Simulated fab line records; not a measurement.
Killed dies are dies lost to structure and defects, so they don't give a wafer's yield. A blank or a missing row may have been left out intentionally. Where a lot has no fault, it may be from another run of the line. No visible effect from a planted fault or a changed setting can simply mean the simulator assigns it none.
Split-lot study :: flow rit-cmos :: 5 lots, 23 wafers read, on a route of 202 steps

## THE SPLIT ITSELF
At RIT_M1_COAT_04 (resist thk 1300 nm), the setting resist-thk-nm was moved away from the recipe's 1300 nm on 7 of the 23 wafers read, by -1.8% to +3.6%. The other wafers ran this setting at the recipe's value.

## FROM THE SPLIT TO THE READING: what the file shows between them, 2 steps
- RIT_M1_SOFTBAKE_05: time 60 s
- RIT_M1_EXPOSE_06: exposes mask M12, target cd 2600 nm

## THE READING
NOVOLAK_of_M1_COAT_04.thk-nm (the simulator's own value, which no gauge read), in nm, at RIT_M1_HARDBAKE_11 (time 120 s). There is no usual value for it anywhere in the file. Across the 16 wafers here that went through the recipe, the average is 1138 nm and the standard deviation 2.4 nm.

wafer: L076.1
tool, chamber at the split: litho-track-03, 0
resist-thk-nm as run, nm: 1300
against the recipe: recipe
NOVOLAK_of_M1_COAT_04.thk-nm, nm: 1138
against lot-mates on the recipe: -

wafer: L076.4
tool, chamber at the split: litho-track-03, 0
resist-thk-nm as run, nm: 1300
against the recipe: recipe
NOVOLAK_of_M1_COAT_04.thk-nm, nm: 1138
against lot-mates on the recipe: -

wafer: L076.2
tool, chamber at the split: litho-track-03, 0
resist-thk-nm as run, nm: 1300
against the recipe: recipe
NOVOLAK_of_M1_COAT_04.thk-nm, nm: 1134
against lot-mates on the recipe: -

wafer: L076.3
tool, chamber at the split: litho-track-03, 0
resist-thk-nm as run, nm: 1300
against the recipe: recipe
NOVOLAK_of_M1_COAT_04.thk-nm, nm: 1136
against lot-mates on the recipe: -

wafer: L076.6
tool, chamber at the split: litho-track-03, 0
resist-thk-nm as run, nm: 1300
against the recipe: recipe
NOVOLAK_of_M1_COAT_04.thk-nm, nm: 1137
against lot-mates on the recipe: -

wafer: L078.2
tool, chamber at the split: litho-track-04, 0
resist-thk-nm as run, nm: 1347
against the recipe: +3.6%
NOVOLAK_of_M1_COAT_04.thk-nm, nm: 1183
against lot-mates on the recipe: +42

wafer: L078.3
tool, chamber at the split: litho-track-04, 0
resist-thk-nm as run, nm: 1300
against the recipe: recipe
NOVOLAK_of_M1_COAT_04.thk-nm, nm: 1141
against lot-mates on the recipe: -

wafer: L078.5
tool, chamber at the split: litho-track-04, 0
resist-thk-nm as run, nm: 1300
against the recipe: recipe
NOVOLAK_of_M1_COAT_04.thk-nm, nm: 1141
against lot-mates on the recipe: -

wafer: L078.4
tool, chamber at the split: litho-track-04, 0
resist-thk-nm as run, nm: 1347
against the recipe: +3.6%
NOVOLAK_of_M1_COAT_04.thk-nm, nm: 1179
against lot-mates on the recipe: +38

wafer: L078.6
tool, chamber at the split: litho-track-04, 0
resist-thk-nm as run, nm: 1347
against the recipe: +3.6%
NOVOLAK_of_M1_COAT_04.thk-nm, nm: 1181
against lot-mates on the recipe: +40

wafer: L080.2
tool, chamber at the split: litho-track-02, 0
resist-thk-nm as run, nm: 1300
against the recipe: recipe
NOVOLAK_of_M1_COAT_04.thk-nm, nm: 1137
against lot-mates on the recipe: -

wafer: L080.5
tool, chamber at the split: litho-track-02, 0
resist-thk-nm as run, nm: 1300
against the recipe: recipe
NOVOLAK_of_M1_COAT_04.thk-nm, nm: 1137
against lot-mates on the recipe: -

wafer: L080.3
tool, chamber at the split: litho-track-02, 0
resist-thk-nm as run, nm: 1300
against the recipe: recipe
NOVOLAK_of_M1_COAT_04.thk-nm, nm: 1141
against lot-mates on the recipe: -

wafer: L081.1
tool, chamber at the split: litho-track-02, 0
resist-thk-nm as run, nm: 1300
against the recipe: recipe
NOVOLAK_of_M1_COAT_04.thk-nm, nm: 1140
against lot-mates on the recipe: -

wafer: L081.2
tool, chamber at the split: litho-track-02, 0
resist-thk-nm as run, nm: 1300
against the recipe: recipe
NOVOLAK_of_M1_COAT_04.thk-nm, nm: 1140
against lot-mates on the recipe: -

wafer: L081.3
tool, chamber at the split: litho-track-02, 0
resist-thk-nm as run, nm: 1276
against the recipe: -1.8%
NOVOLAK_of_M1_COAT_04.thk-nm, nm: 1119
against lot-mates on the recipe: -20

wafer: L081.5
tool, chamber at the split: litho-track-02, 0
resist-thk-nm as run, nm: 1276
against the recipe: -1.8%
NOVOLAK_of_M1_COAT_04.thk-nm, nm: 1115
against lot-mates on the recipe: -24

wafer: L081.6
tool, chamber at the split: litho-track-02, 0
resist-thk-nm as run, nm: 1300
against the recipe: recipe
NOVOLAK_of_M1_COAT_04.thk-nm, nm: 1136
against lot-mates on the recipe: -

wafer: L084.1
tool, chamber at the split: litho-track-02, 0
resist-thk-nm as run, nm: 1300
against the recipe: recipe
NOVOLAK_of_M1_COAT_04.thk-nm, nm: 1136
against lot-mates on the recipe: -

wafer: L084.2
tool, chamber at the split: litho-track-02, 0
resist-thk-nm as run, nm: 1278
against the recipe: -1.7%
NOVOLAK_of_M1_COAT_04.thk-nm, nm: 1115
against lot-mates on the recipe: -20

wafer: L084.3
tool, chamber at the split: litho-track-02, 0
resist-thk-nm as run, nm: 1300
against the recipe: recipe
NOVOLAK_of_M1_COAT_04.thk-nm, nm: 1133
against lot-mates on the recipe: -

wafer: L084.4
tool, chamber at the split: litho-track-02, 0
resist-thk-nm as run, nm: 1300
against the recipe: recipe
NOVOLAK_of_M1_COAT_04.thk-nm, nm: 1135
against lot-mates on the recipe: -

wafer: L084.5
tool, chamber at the split: litho-track-02, 0
resist-thk-nm as run, nm: 1278
against the recipe: -1.7%
NOVOLAK_of_M1_COAT_04.thk-nm, nm: 1119
against lot-mates on the recipe: -16

FIT RESULTS
A straight line over all 23 wafers: NOVOLAK_of_M1_COAT_04.thk-nm changes by +11.9 nm for each +1% of resist-thk-nm; r = +0.99; the points scatter about the line by 2.4 nm.
The same after taking each lot's own level away (the mean of its wafers on the recipe; 23 wafers): +11.1 nm for each +1%; r = +0.99; scatter 1.8 nm.
Per that fit: largest resist-thk-nm move, reading shift of 40 nm.
Measured against the standard deviation above, the lots' own levels, which go from 1134.7 to 1141.0 nm, span 2.6 times it.
The two slopes are in agreement: the lot-to-lot level therefore moves the slope only a little.
Check: for one of the wafers moved furthest among these (+3.6%), held out of the fit, the line's prediction against its lot-mates is +39.3 nm. It came out at +42 nm against them.

## ADDITIONAL SPLITS CARRIED BY THESE WAFERS
These wafers also went through other splits before the reading. Each is held against what the fit with the lots' levels taken away leaves over:
other split on the same wafers: RIT_PLDD_DEVELOP_05 dev-temp-c
wafers away from the commonest value: 9
r with NOVOLAK_of_M1_COAT_04.thk-nm (lot level and that fit taken away): -0.30

other split on the same wafers: RIT_CONTACT_ETCH_11 time-s
wafers away from the commonest value: 9
r with NOVOLAK_of_M1_COAT_04.thk-nm (lot level and that fit taken away): -0.14

## THE WHOLE CHAIN: every reading that the file lists as answering this split, in the file's order
step: RIT_M1_COAT_04
what it does: resist thk 1300 nm
reading: NOVOLAK_of_M1_COAT_04.thk-nm (the simulator's own value, which no gauge read)
change (the file's fit): +12.9 nm for each +1% of the setting
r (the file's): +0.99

step: RIT_M1_HARDBAKE_11
what it does: time 120 s
reading: NOVOLAK_of_M1_COAT_04.thk-nm (the simulator's own value, which no gauge read)
change (the file's fit): +11.1 nm for each +1% of the setting
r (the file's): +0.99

step: RIT_M1_METAL_ETCH_12
what it does: etches Al in Cl2/BCl3, stops on SiO2, time 165 s, target depth 600 nm
reading: NOVOLAK_of_M1_COAT_04.thk-nm (the simulator's own value, which no gauge read)
change (the file's fit): +11.5 nm for each +1% of the setting, in a fit together with time-s@M1_METAL_ETCH_12
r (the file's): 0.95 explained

## THE FILE'S OWN FIT
NOVOLAK_of_M1_COAT_04.thk-nm changes by +11.1 nm for each +1% of resist-thk-nm, r = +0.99.
